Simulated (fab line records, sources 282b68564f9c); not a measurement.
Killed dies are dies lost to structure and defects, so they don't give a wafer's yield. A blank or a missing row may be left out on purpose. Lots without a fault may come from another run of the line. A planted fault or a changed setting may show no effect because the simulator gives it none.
Which tool did it? | flow rit_cmos | 7 lots, 21 wafers sampled, at 2 steps of a route of 202

WHAT THE GAUGES READ, wafer by wafer
RIT_NRETRO_TW_MEAS_10.
lot  | measured    | on            | NRETRO_TW
L669 | day 2 20:33 | film_metro-04 | 1054 1059 1059
L672 | day 3 10:18 | film_metro-02 | 1067 1064 1063
L674 | day 3 22:47 | film_metro-02 | 1056 1065 1056
L676 | day 4 06:17 | film_metro-02 | 1059 1066 1067
L680 | day 5 04:26 | film_metro-01 | 234 232 232 235 231 235
L687 | day 6 12:20 | film_metro-01 | 1062 1063 1065
L690 | day 7 05:26 | film_metro-02 | 1061 1059 1064

WHICH TOOL RAN EACH LOT (tool, then ch and the chambers of the sampled wafers, then the start)
lot  | RIT_NRETRO_DEVELOP_05
L669 | litho_track-04 ch 0, day 2 19:00
L672 | litho_track-04 ch 0, day 3 09:00
L674 | litho_track-02 ch 0, day 3 22:00
L676 | litho_track-03 ch 0, day 4 05:00
L680 | litho_track-03 ch 0, day 5 03:00
L687 | litho_track-04 ch 0, day 6 11:00
L690 | litho_track-04 ch 0, day 7 04:00
- RIT_NRETRO_DEVELOP_05: develop time 68 s.

THE ANSWER, worked out from the rows above alone
Rule: what is usual is taken from the lots themselves. Put in order of their means at a reading, lots are off if they are a third of the lots or fewer, leave a main group of 4 or more, and stand apart from it by a gap of 3 or more times the standard deviation of the main group's means; of several such gaps the widest counts. A main group whose means are all the same, to the digits that the tables above print for the reading, isn't used. A lot without any number at a reading at which 4 lots or more have one is off too. The other lots that the step has rows for count as sound.
Off: L680, at RIT_NRETRO_TW_MEAS_10 (NRETRO_TW). The main group: mean 1062, standard deviation 2.7.
A tool fits if, at a process step before that reading, it ran every lot that is off, and no sound lot after the first of them. The gauges at RIT_NRETRO_TW_MEAS_10 are tried like those tools. One fits: litho_track-03 at RIT_NRETRO_DEVELOP_05. Its last sound lot is L676 (day 4 05:00), its first lot that is off L680 (day 5 03:00): a fault that began between those two fits.

WHAT THE SIMULATOR HAD PUT IN
Process parameter drift: litho_track-03, from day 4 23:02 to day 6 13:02, at RIT_NRETRO_DEVELOP_05. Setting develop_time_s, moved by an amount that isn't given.
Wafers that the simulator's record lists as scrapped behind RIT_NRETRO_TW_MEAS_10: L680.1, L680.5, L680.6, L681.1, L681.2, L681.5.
Lots struck among those shown: L680. The rule above found the same.
